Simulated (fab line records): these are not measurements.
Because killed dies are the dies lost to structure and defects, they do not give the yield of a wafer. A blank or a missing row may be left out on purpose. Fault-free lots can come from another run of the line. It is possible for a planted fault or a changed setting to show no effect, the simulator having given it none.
2 desks, one fault ; flow ritCmos ; only its own numbers are on each desk; what lay behind them is given at the end

TOOL OWNER'S DESK, lpcvd-02
The tool's own readings at RIT_SPACER_CVD_03 (deposits Si3N4 from SiH2Cl2/NH3, target thk 250 nm, time 3300 s): means of the sampled wafers that have a number, for each lot that ran on this tool. Any lot whose mean is over 4 standard deviations away from the usual mean is out of limits and marked OUT; that distance is given in the brackets.
Columns: A = spikeTcCentreC at RIT_SPACER_CVD_03, usual 813.1 C; B = spikeTcLoadC at RIT_SPACER_CVD_03, usual 831.4 C; C = spikeTcSourceC at RIT_SPACER_CVD_03, usual 832.8 C; D = susceptorTempC at RIT_SPACER_CVD_03, usual 810.0 C; E = zonePowerLoadPct at RIT_SPACER_CVD_03, usual 22.5 %
lot;first seen here;A;B;C;D;E
L454;day 2 22:53;812.2;829.0;833.0;809.7;22.6
L455;day 3 05:27;811.9;829.0;830.7;810.2;20.4
L457;day 3 11:29;814.4;829.3;833.9;810.3;22.6
L459;day 4 01:32;813.3;828.4;833.8;810.1;23.0
L461;day 4 07:22;813.3;828.4;833.7;810.2;22.6
L462;day 4 14:00;854.6 (+35) OUT;871.9 (+17) OUT;876.2 (+29) OUT;851.0 (+99 or more) OUT;25.6
L463;day 4 22:05;855.0 (+35) OUT;871.3 (+17) OUT;875.2 (+28) OUT;851.6 (+99 or more) OUT;25.4
L477;day 7 16:05;813.7;829.3;834.9;810.1;22.7
This desk finds L462, L463 out of limits, L462 being first, at day 4 14:00 (spikeTcCentreC at RIT_SPACER_CVD_03). In limits: L454, L455, L457, L459, L461, L477.

THE METROLOGY DESK
Lot by lot, what the gauges showed, no matter which tool ran the lot: averages of those sampled wafers that carry a number. Any lot whose mean is over 4 standard deviations away from the usual mean is out of limits and marked OUT; that distance is given in the brackets.
Columns: A = SPACER_NITRIDE_THK at RIT_SPACER_THK_MEAS_04, usual 249.8 nm
lot;first seen here;A
L454;day 3 00:49;248.3
L455;day 3 07:23;245.8
L456;day 3 13:18;251.4
L457;day 3 13:25;248.6
L459;day 4 03:28;247.7
L461;day 4 09:17;248.5
L462;day 4 15:56;420.8 (+74) OUT
L463;day 5 00:01;419.8 (+74) OUT
L472;day 6 15:38;248.0
L473;day 6 23:30;252.1
L474;day 7 03:16;252.3
L475;day 7 08:40;251.9
L476;day 7 14:05;251.4
L477;day 7 18:02;250.5
This desk reports L462, L463 out of limits; the earliest was L462 at day 4 15:56 (SPACER_NITRIDE_THK at RIT_SPACER_THK_MEAS_04). In limits: L454, L455, L456, L457, L459, L461, L472, L473, L474, L475, L476, L477.

BROUGHT TOGETHER
At day 4 14:00, on L462, L463, the tool owner's desk was in a position to raise an alarm.
On L462, L463, the metrology desk was in a position to raise an alarm at day 4 15:56.
Of the lots named, all ran RIT_SPACER_CVD_03 on lpcvd-02.

WHAT THE SIMULATOR HAD INSERTED
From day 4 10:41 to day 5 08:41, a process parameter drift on lpcvd-02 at RIT_SPACER_CVD_03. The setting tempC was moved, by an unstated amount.
Struck lots among those shown: L462, L463.
Counting hours from when the fault started, the first reading out of limits came at 3 for the tool owner's desk and at 5 for the metrology desk.
